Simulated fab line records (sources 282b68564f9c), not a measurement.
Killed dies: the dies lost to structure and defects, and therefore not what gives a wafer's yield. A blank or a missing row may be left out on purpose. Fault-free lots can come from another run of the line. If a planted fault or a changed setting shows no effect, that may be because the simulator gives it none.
fab line records	flow rit_cmos
record: lots: 7	wafers: 21	last_day: 7
route steps=202 shown SILICIDE@161 CONTACT@168 M1@202
lots with no fault: from the same line, run without faults
start_h: start of the lot's first displayed wafer, in hours after the record's first day	wait_h: hours since the lot's step before	" as in the row above	L1.1+2: a single row standing in for several wafers	- no value, or no start given	* or withheld: withheld	< > ~ a bound
route shown NAME@n: NAME is a module with steps in the file, n the number in the route of the first one	usual: mean/standard deviation taken from wafers without a fault	same: alike in all rows	chamber/n: place in a boat	sites: per-site readings	_std_site: their standard deviation	_edge_site: mean of outer sites minus mean of inner sites	radius_mm: for every site, how far away it sits from the centre of the wafer	mask NAME#n: copy n	behind: the last tool/chamber to shape the wafer	hold: why the lot was held/for how many hours/how that ended	device: the n, p or np transistor that did not switch	end of line: the route-end tests of the same wafers	for a step that has no rows: nothing shown but its recipe	killed: count of dies lost to structure and defects at first sort (not the wafer's yield)	map: a wafer's dies, marking killed ones x, the rest . and places with no die _
set.NAME: the run value of the setting; set.NAME@STEP: its run value at that earlier step	model.NAME: the simulator's own value behind a step, which no gauge read
lots seen at some steps along the route; tables by step, rows by wafer
services: a tool's chamber out of use, with start hour (start_h, from the record's first day; less than 0 if before it), hours out, and reason
== steps ==
step: RIT_SILICIDE_WET_ETCH_00
recipe: chemistry: BOE	target: SiO2	target_depth_nm: 14	time_s: 15	dry: n2_spin	dilution: 10:1	temp_c: 21.5
step: RIT_SILICIDE_SPUTTER_01
recipe: material: Ti	target_thk_nm: 30	power_w: 350	chamber_pressure_pa: 0.667	gas: Ar	time_s: 240	substrate_temp_c: 25
usual: substrate_temp_c: 25.00/0.11	throttle_valve_pct: 30.2/0.93
lot.wafer	tool	chamber	start_h	wait_h	substrate_temp_c	throttle_valve_pct
L130.3	pvd_sputter-01	-	91.33	0.0	25.08	29.6
L130.4	"	-	"	"	24.94	29.6
L130.5	"	-	"	"	25.28	31.4
L132.1	pvd_sputter-04	-	105.75	0.0	25.11	29.4
L132.2	"	-	"	"	25.19	31.0
L132.6	"	-	"	"	24.96	30.7
L137.1	pvd_sputter-01	-	125.67	0.0	25.04	28.9
L137.5	"	-	"	"	24.73	31.7
L137.6	"	-	"	"	24.92	29.6
L136.2	pvd_sputter-03	-	126.14	0.0	24.96	28.8
L136.4	"	-	"	"	25.09	30.4
L136.6	"	-	"	"	24.94	30.6
L141.2	pvd_sputter-01	-	146.00	0.0	25.03	29.9
L141.3	"	-	"	"	25.07	29.3
L141.4	"	-	"	"	24.86	29.1
L143.1	pvd_sputter-01	-	156.60	0.0	25.21	29.9
L143.3	"	-	"	"	24.93	31.4
L143.6	"	-	"	"	25.05	29.8
L144.3	pvd_sputter-03	-	161.06	0.0	24.74	30.2
L144.5	"	-	"	"	24.96	28.8
L144.6	"	-	"	"	25.18	31.6
step: RIT_SILICIDE_RS_MEAS_02
recipe: thk_meas_gauge: four-point-probe	reads: Ti_of_SILICIDE_SPUTTER_01
usual: SILICIDE_TI_RS: 47.8/0.6
lot.wafer	tool	chamber	start_h	wait_h	SILICIDE_TI_RS[ohm/sq]
L130.3	film_metro-01	-	91.52	0.1	48.9
L130.4	"	-	"	"	48.9
L130.5	"	-	"	"	48.3
L132.1	film_metro-02	-	105.90	0.1	48.2
L132.2	"	-	"	"	47.8
L132.6	"	-	"	"	46.8
L137.1	film_metro-02	-	125.82	0.1	46.9
L137.5	"	-	"	"	48.4
L137.6	"	-	"	"	47.8
L136.2	film_metro-02	-	126.31	0.1	48.0
L136.4	"	-	"	"	47.1
L136.6	"	-	"	"	47.9
L141.2	film_metro-03	-	146.17	0.1	48.0
L141.3	"	-	"	"	48.5
L141.4	"	-	"	"	47.8
L143.1	film_metro-02	-	156.75	0.1	47.5
L143.3	"	-	"	"	48.3
L143.6	"	-	"	"	47.9
L144.3	film_metro-03	-	161.25	0.1	47.1
L144.5	"	-	"	"	47.0
L144.6	"	-	"	"	47.4
step: RIT_SILICIDE_THK_MEAS_03
recipe: thk_meas_gauge: xrf	reads: Ti_of_SILICIDE_SPUTTER_01
usual: SILICIDE_TI_THK: 29.9/0.31
lot.wafer	tool	chamber	start_h	wait_h	SILICIDE_TI_THK[nm]
L130.3	film_metro-01	-	91.62	0.1	29.5
L130.4	"	-	"	"	29.4
L130.5	"	-	"	"	29.8
L132.1	film_metro-02	-	106.02	0.1	29.5
L132.2	"	-	"	"	29.8
L132.6	"	-	"	"	30.2
L137.1	film_metro-02	-	125.94	0.1	30.2
L137.5	"	-	"	"	29.5
L137.6	"	-	"	"	29.9
L136.2	film_metro-02	-	126.42	0.1	29.7
L136.4	"	-	"	"	30.1
L136.6	"	-	"	"	29.9
L141.2	film_metro-03	-	146.28	0.1	29.6
L141.3	"	-	"	"	29.4
L141.4	"	-	"	"	29.7
L143.1	film_metro-02	-	156.87	0.1	30.0
L143.3	"	-	"	"	29.6
L143.6	"	-	"	"	29.7
L144.3	film_metro-03	-	161.35	0.1	30.0
L144.5	"	-	"	"	30.1
L144.6	"	-	"	"	29.9
step: RIT_SILICIDE_RTA_04
recipe: temp_c: 650	time_s: 10	idle_temp_c: 25	ramp_up_s: 5	ramp_down_s: 5	cool_to_c: 25	ambient: N2
usual: anneal_temp_c_max: 653.0/0.73	wafer_temp_C_max: 652.5/0.71
lot.wafer	tool	chamber	start_h	wait_h	anneal_temp_c_max	wafer_temp_C_max
L130.3	rtp_anneal-01	0	91.69	0.1	651.7	652.6
L130.4	"	0	"	"	652.3	652.0
L130.5	"	0	"	"	652.1	652.3
L132.1	rtp_anneal-02	0	106.08	0.1	653.9	652.6
L132.2	"	0	"	"	653.6	651.9
L132.6	"	0	"	"	653.6	651.7
L137.1	rtp_anneal-02	0	126.00	0.1	653.7	652.0
L137.5	"	0	"	"	652.4	652.8
L137.6	"	0	"	"	654.5	652.0
L136.2	rtp_anneal-02	0	126.48	0.1	653.5	652.2
L136.4	"	0	"	"	653.1	651.8
L136.6	"	0	"	"	653.4	652.1
L141.2	rtp_anneal-02	0	146.35	0.1	652.9	651.6
L141.3	"	0	"	"	654.2	652.3
L141.4	"	0	"	"	653.0	651.4
L143.1	rtp_anneal-02	0	156.93	0.1	653.8	651.8
L143.3	"	0	"	"	652.9	652.6
L143.6	"	0	"	"	654.1	652.8
L144.3	rtp_anneal-01	0	161.41	0.1	652.8	652.2
L144.5	"	0	"	"	652.4	653.4
L144.6	"	0	"	"	653.0	653.2
step: RIT_SILICIDE_WET_ETCH_05
recipe: chemistry: SPM	target: Ti	temp_c: 90	time_s: 120	dry: n2_spin
step: RIT_SILICIDE_RTA_06
recipe: temp_c: 750	time_s: 10	idle_temp_c: 25	ramp_up_s: 5	ramp_down_s: 10	cool_to_c: 25	ambient: N2
usual: anneal_temp_c_max: 753.4/0.8	wafer_temp_C_max: 752.9/0.72
lot.wafer	tool	chamber	start_h	wait_h	anneal_temp_c_max	wafer_temp_C_max
L130.3	rtp_anneal-02	0	91.79	0.0	753.9	752.4
L130.4	"	0	"	"	755.0	752.4
L130.5	"	0	"	"	753.0	752.4
L132.1	rtp_anneal-01	0	106.19	0.0	754.2	753.3
L132.2	"	0	"	"	752.5	752.3
L132.6	"	0	"	"	753.0	752.5
L137.1	rtp_anneal-01	0	126.10	0.0	753.4	753.8
L137.5	"	0	"	"	752.8	752.8
L137.6	"	0	"	"	752.7	753.1
L136.2	rtp_anneal-01	0	126.59	0.0	753.7	752.6
L136.4	"	0	"	"	753.4	753.0
L136.6	"	0	"	"	752.7	753.9
L141.2	rtp_anneal-01	0	146.45	0.0	752.8	753.5
L141.3	"	0	"	"	752.7	753.7
L141.4	"	0	"	"	752.7	753.9
L143.1	rtp_anneal-01	0	157.04	0.0	753.5	753.4
L143.3	"	0	"	"	753.3	754.4
L143.6	"	0	"	"	752.4	752.4
L144.3	rtp_anneal-02	0	161.53	0.0	756.0	751.9
L144.5	"	0	"	"	754.0	751.0
L144.6	"	0	"	"	753.2	752.0
step: RIT_CONTACT_CVD_00
recipe: material: SiO2	target_thk_nm: 400	precursor: TEOS	temp_c: 390	time_s: 61	rf_w: 400
usual: heater_power_w: 318/45
lot.wafer	tool	chamber	start_h	wait_h	heater_power_w
L130.3	pecvd-04	1	91.84	0.0	241
L130.4	"	0	"	"	289
L130.5	"	2	"	"	289
L132.1	pecvd-02	2	106.25	0.1	308
L132.2	"	0	"	"	262
L132.6	"	1	"	"	283
L137.1	pecvd-04	1	126.17	0.1	317
L137.5	"	2	"	"	309
L137.6	"	1	"	"	323
L136.2	pecvd-01	1	126.64	0.0	374
L136.4	"	2	"	"	257
L136.6	"	1	"	"	264
L141.2	pecvd-02	0	146.51	0.0	262
L141.3	"	1	"	"	373
L141.4	"	1	"	"	382
L143.1	pecvd-01	0	157.11	0.1	394
L143.3	"	1	"	"	350
L143.6	"	2	"	"	289
L144.3	pecvd-02	1	161.57	0.0	360
L144.5	"	1	"	"	371
L144.6	"	2	"	"	385
step: RIT_CONTACT_THK_MEAS_01
recipe: reads: SiO2_of_CONTACT_CVD_00
usual: CONTACT_TEOS_THK: 400/4.7
lot.wafer	tool	chamber	start_h	wait_h	CONTACT_TEOS_THK[nm]
L130.3	film_metro-02	-	91.91	0.0	395
L130.4	"	-	"	"	406
L130.5	"	-	"	"	400
L132.1	film_metro-04	-	106.30	0.0	398
L132.2	"	-	"	"	391
L132.6	"	-	"	"	398
L137.1	film_metro-01	-	126.22	0.0	395
L137.5	"	-	"	"	403
L137.6	"	-	"	"	404
L136.2	film_metro-01	-	126.70	0.0	399
L136.4	"	-	"	"	405
L136.6	"	-	"	"	404
L141.2	film_metro-04	-	146.57	0.0	397
L141.3	"	-	"	"	393
L141.4	"	-	"	"	400
L143.1	film_metro-02	-	157.16	0.0	397
L143.3	"	-	"	"	395
L143.6	"	-	"	"	404
L144.3	film_metro-01	-	161.65	0.0	398
L144.5	"	-	"	"	400
L144.6	"	-	"	"	409
step: RIT_CONTACT_HMDS_02
recipe: prime_time_s: 60	prime_temp_c: 140
step: RIT_CONTACT_COAT_03
recipe: resist: NOVOLAK	spin_rpm: 3250	resist_thk_nm: 1000
step: RIT_CONTACT_SOFTBAKE_04
recipe: resist: NOVOLAK	temp_c: 90	time_s: 60
step: RIT_CONTACT_EXPOSE_05
recipe: mask_id: M11	na: 0.6	source_shape: conventional	sigma_outer: 0.5	target_cd_nm: 1000	dose_mj: 250
usual: exposure_dose_mJ_cm2: 249.94/0.25	focus_offset_nm: 0.0/0.53
lot.wafer	tool	chamber	start_h	wait_h	mask	exposure_dose_mJ_cm2	focus_offset_nm	model.CONTACT.overlay_x_nm
L130.3	iline_stepper-02	0	92.44	0.1	M11#0	249.75	-0.4	0.04957
L130.4	"	0	"	"	M11#0	249.85	0.2	0.04957
L130.5	"	0	"	"	M11#0	250.19	0.2	0.04957
L132.1	iline_stepper-01	0	106.81	0.1	M11#0	249.35	0.2	0.4428
L132.2	"	0	"	"	M11#0	249.89	-0.5	0.4428
L132.6	"	0	"	"	M11#0	249.71	-0.1	0.4428
L137.1	iline_stepper-01	0	126.86	0.2	M11#0	250.05	-0.5	-0.2399
L137.5	"	0	"	"	M11#0	250.09	-0.4	-0.2399
L137.6	"	0	"	"	M11#0	250.28	0.6	-0.2399
L136.2	iline_stepper-02	0	127.35	0.2	M11#0	249.84	0.1	2.658
L136.4	"	0	"	"	M11#0	249.97	0.3	2.658
L136.6	"	0	"	"	M11#0	249.82	0.1	2.658
L141.2	iline_stepper-02	0	147.21	0.2	M11#0	250.59	-0.4	0.7971
L141.3	"	0	"	"	M11#0	249.84	-0.6	0.7971
L141.4	"	0	"	"	M11#0	249.85	0.2	0.7971
L143.1	iline_stepper-02	0	157.79	0.2	M11#0	249.93	0.4	0.8777
L143.3	"	0	"	"	M11#0	249.75	0.4	0.8777
L143.6	"	0	"	"	M11#0	250.06	-0.3	0.8777
L144.3	iline_stepper-01	0	162.34	0.2	M11#0	249.95	0.0	0.1907
L144.5	"	0	"	"	M11#0	249.84	-0.3	0.1907
L144.6	"	0	"	"	M11#0	249.53	0.6	0.1907
step: RIT_CONTACT_PEB_06
recipe: resist: NOVOLAK	temp_c: withheld	time_s: withheld
step: RIT_M1_PROBE_99
usual: killed_at_front_end: 6.8/2.8	killed_dies: 6.9/2.8	killed_on_rim: 1.8/1.4	killed_open: 3.3/1.9	killed_short: 3.5/1.8
same: gross_dies: 264	killed_at_M0_to_M3: 0	killed_at_M4_up: 0	killed_at_back_side: 0	killed_at_contacts: 0	killed_at_other: 0
lot.wafer	tool	chamber	start_h	wait_h	killed_at_front_end	killed_dies	killed_on_rim	killed_open	killed_short
L130.3	prober-01	-	98.34	0.2	10	10	3	6	4
L130.4	prober-01	-	98.39	0.2	7	7	1	2	5
L130.5	prober-01	-	98.44	0.2	7	7	3	2	5
L132.1	prober-01	-	112.87	0.1	13	13	2	7	6
L132.2	prober-01	-	112.92	0.1	8	8	4	4	4
L132.6	prober-01	-	113.12	0.2	5	5	1	3	2
L137.1	prober-01	-	133.44	0.1	12	12	4	6	6
L137.5	prober-01	-	133.64	0.2	6	6	1	3	3
L137.6	prober-01	-	133.69	0.2	7	7	0	2	5
L136.2	prober-01	-	133.79	0.4	2	2	0	1	1
L136.4	prober-01	-	133.89	0.5	3	3	1	1	2
L136.6	prober-01	-	133.99	0.6	2	2	0	1	1
L141.2	prober-01	-	153.50	0.1	5	5	1	3	2
L141.3	prober-01	-	153.55	0.2	5	5	0	4	1
L141.4	prober-01	-	153.60	0.2	4	4	1	1	3
L143.1	prober-01	-	163.61	0.1	7	7	5	2	5
L143.3	prober-01	-	163.71	0.2	8	8	2	4	4
L143.6	prober-01	-	163.86	0.2	7	7	2	3	4
L144.3	prober-02	-	168.25	0.2	4	4	2	2	2
L144.5	prober-02	-	168.35	0.2	13	13	2	6	7
L144.6	prober-02	-	168.40	0.2	7	7	4	4	3
killed by level:class
L130.3 SILICIDE:geometric_particle:open=3 FOX1:geometric_particle:short=2 GATE:geometric_particle:short=2 GATE:geometric_particle:open=2 FOX1:geometric_particle:open=1
L130.4 GATE:geometric_particle:short=2 FOX1:geometric_particle:short=1 GATE:geometric_particle:open=1 REOX:geometric_particle:short=1 SPACER:geometric_particle:short=1 SILICIDE:geometric_particle:open=1
L130.5 SILICIDE:geometric_particle:short=3 FOX1:geometric_particle:short=1 GATE:geometric_particle:short=1 GATE:geometric_particle:open=1 SILICIDE:geometric_particle:open=1
L132.1 GATE:geometric_particle:short=3 REOX:geometric_particle:open=3 GATE:geometric_particle:open=2 REOX:geometric_particle:short=2 FOX1:geometric_particle:open=1 FOX2:geometric_particle:short=1 SPACER:geometric_particle:open=1
L132.2 GATE:geometric_particle:short=3 GATE:geometric_particle:open=2 SILICIDE:geometric_particle:open=2 REOX:geometric_particle:short=1
L132.6 FOX1:geometric_particle:short=1 FOX2:geometric_particle:open=1 SPACER:geometric_particle:short=1 GATE:geometric_particle:open=1 SPACER:geometric_particle:open=1
L137.1 SILICIDE:geometric_particle:short=3 SILICIDE:geometric_particle:open=3 SPACER:geometric_particle:open=2 FOX2:geometric_particle:open=1 FOX2:geometric_particle:short=1 GATE:geometric_particle:short=1 SPACER:geometric_particle:short=1
L137.5 SPACER:geometric_particle:short=3 FOX1:geometric_particle:open=1 GATE:geometric_particle:open=1 SPACER:geometric_particle:open=1
L137.6 FOX1:geometric_particle:short=1 FOX2:geometric_particle:open=1 GATE:geometric_particle:open=1 GATE:geometric_particle:short=1 REOX:geometric_particle:short=1 SPACER:geometric_particle:short=1 SILICIDE:geometric_particle:short=1
L136.2 REOX:geometric_particle:open=1 SPACER:geometric_particle:short=1
L136.4 GATE:geometric_particle:short=2 GATE:geometric_particle:open=1
L136.6 FOX2:geometric_particle:open=1 GATE:geometric_particle:short=1
L141.2 FOX1:geometric_particle:short=2 FOX2:geometric_particle:open=1 REOX:geometric_particle:open=1 SPACER:geometric_particle:open=1
L141.3 FOX1:geometric_particle:open=1 GATE:geometric_particle:short=1 GATE:geometric_particle:open=1 SPACER:geometric_particle:open=1 SILICIDE:geometric_particle:open=1
L141.4 GATE:geometric_particle:short=2 FOX1:geometric_particle:short=1 GATE:geometric_particle:open=1
L143.1 GATE:geometric_particle:short=2 REOX:geometric_particle:short=2 FOX1:geometric_particle:open=1 GATE:geometric_particle:open=1 SILICIDE:geometric_particle:short=1
L143.3 GATE:geometric_particle:short=3 FOX1:geometric_particle:open=1 FOX2:geometric_particle:short=1 GATE:geometric_particle:open=1 REOX:geometric_particle:open=1 SPACER:geometric_particle:open=1
L143.6 REOX:geometric_particle:open=3 FOX1:geometric_particle:short=2 REOX:geometric_particle:short=1 SPACER:geometric_particle:short=1
L144.3 GATE:geometric_particle:open=2 GATE:geometric_particle:short=1 SILICIDE:geometric_particle:short=1
L144.5 GATE:geometric_particle:open=3 FOX2:geometric_particle:short=2 REOX:geometric_particle:short=2 FOX1:geometric_particle:open=1 FOX1:geometric_particle:short=1 GATE:geometric_particle:short=1 SPACER:geometric_particle:open=1 SILICIDE:geometric_particle:open=1
L144.6 REOX:geometric_particle:short=3 FOX1:geometric_particle:open=2 REOX:geometric_particle:open=1 SPACER:geometric_particle:open=1
== services ==
tool	chamber	start_h	hours	kind
pvd_sputter-01	-	79.46	6.0	repair
pecvd-02	-	90.11	1.5	repair
pecvd-01	-	90.66	0.4	repair
iline_stepper-02	-	97.56	2.5	repair
pvd_sputter-01	-	103.43	3.4	repair
pvd_sputter-03	-	105.45	2.0	repair
pecvd-01	-	106.60	5.5	pm
pvd_sputter-04	-	107.19	1.9	repair
iline_stepper-01	-	119.86	1.7	pm
pvd_sputter-03	-	149.97	1.1	repair
== key ==
first_sign none at tools or gauges
model_effect: step: RIT_CONTACT_EXPOSE_05	value: CONTACT.overlay_x_nm	without: 0.5148	struck: 1.444
met_at RIT_CONTACT_EXPOSE_05
struck_wafers L136.2,L136.4,L136.6,L141.2,L141.3,L141.4,L143.1,L143.3,L143.6
tester_left_out L136,L141,L143
onset_between 92.44 127.35
also_fits RIT_SILICIDE_RTA_04:rtp_anneal-02,RIT_SILICIDE_RTA_06:rtp_anneal-01
fault: kind: scanner_matching_overlay	tool: iline_stepper-02	chamber: -	onset_h: 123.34	steps: RIT_CONTACT_EXPOSE_05	offset: 0.92946
tester_left_out: of these lots the tester's yield and bins aren't shown, on N5 and GAA mostly nor the transistor test; their killed dies are dies lost to structure and defects alone, not to doping, threshold or leakage, so they don't give the yield
